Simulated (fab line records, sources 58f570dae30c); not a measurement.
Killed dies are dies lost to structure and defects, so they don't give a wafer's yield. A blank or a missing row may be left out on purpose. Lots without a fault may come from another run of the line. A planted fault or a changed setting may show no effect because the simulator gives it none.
Which tool did it? | flow berkeley_cmos170 | 7 lots, 21 wafers sampled, at 2 steps of a route of 331

WHAT THE GAUGES READ, wafer by wafer
UCB170_PLDD_TW_MEAS_11.
lot  | measured     | on            | PLDD_TW
L744 | day 8 06:02  | film_metro-02 | 1002 1001 1002
L743 | day 8 07:23  | film_metro-03 | 1004 1010 1004
L748 | day 8 20:56  | film_metro-02 | 992 999 996
L747 | day 8 21:40  | film_metro-02 | 1000 1003 999
L752 | day 10 03:47 | film_metro-03 | 1053 1043 1048
L756 | day 10 18:01 | film_metro-04 | 1010 1007 1005
L761 | day 12 11:16 | film_metro-03 | 1008 1008 1009

WHICH TOOL RAN EACH LOT (tool, then ch and the chambers of the sampled wafers, then the start)
lot  | UCB170_PLDD_IMPLANT_08
L744 | implanter-04 ch 0, day 8 05:40
L743 | implanter-04 ch 0, day 8 06:59
L748 | implanter-03 ch 0, day 8 20:33
L747 | implanter-03 ch 0, day 8 21:16
L752 | implanter-04 ch 0, day 10 03:23
L756 | implanter-02 ch 0, day 10 17:37
L761 | implanter-02 ch 0, day 12 10:52
- UCB170_PLDD_IMPLANT_08

THE ANSWER, worked out from the rows above alone
Rule: what is usual is taken from the lots themselves. Put in order of their means at a reading, lots are off if they are a third of the lots or fewer, leave a main group of 4 or more, and stand apart from it by a gap of 3 or more times the standard deviation of the main group's means; of several such gaps the widest counts. A main group whose means are all the same, to the digits that the tables above print for the reading, isn't used. A lot without any number at a reading at which 4 lots or more have one is off too. The other lots that the step has rows for count as sound.
Off: L752, at UCB170_PLDD_TW_MEAS_11 (PLDD_TW). The main group: mean 1003, standard deviation 4.4.
A tool fits if, at a process step before that reading, it ran every lot that is off, and no sound lot after the first of them. The gauges at UCB170_PLDD_TW_MEAS_11 are tried like those tools. One fits: implanter-04 at UCB170_PLDD_IMPLANT_08. Its last sound lot is L743 (day 8 06:59), its first lot that is off L752 (day 10 03:23): a fault that began between those two fits.

WHAT THE SIMULATOR HAD PUT IN
Process parameter drift: implanter-04, from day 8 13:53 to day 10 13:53, at UCB170_PLDD_IMPLANT_08. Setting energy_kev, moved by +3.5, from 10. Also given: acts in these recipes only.
Lots struck among those shown: L752. The rule above found the same.
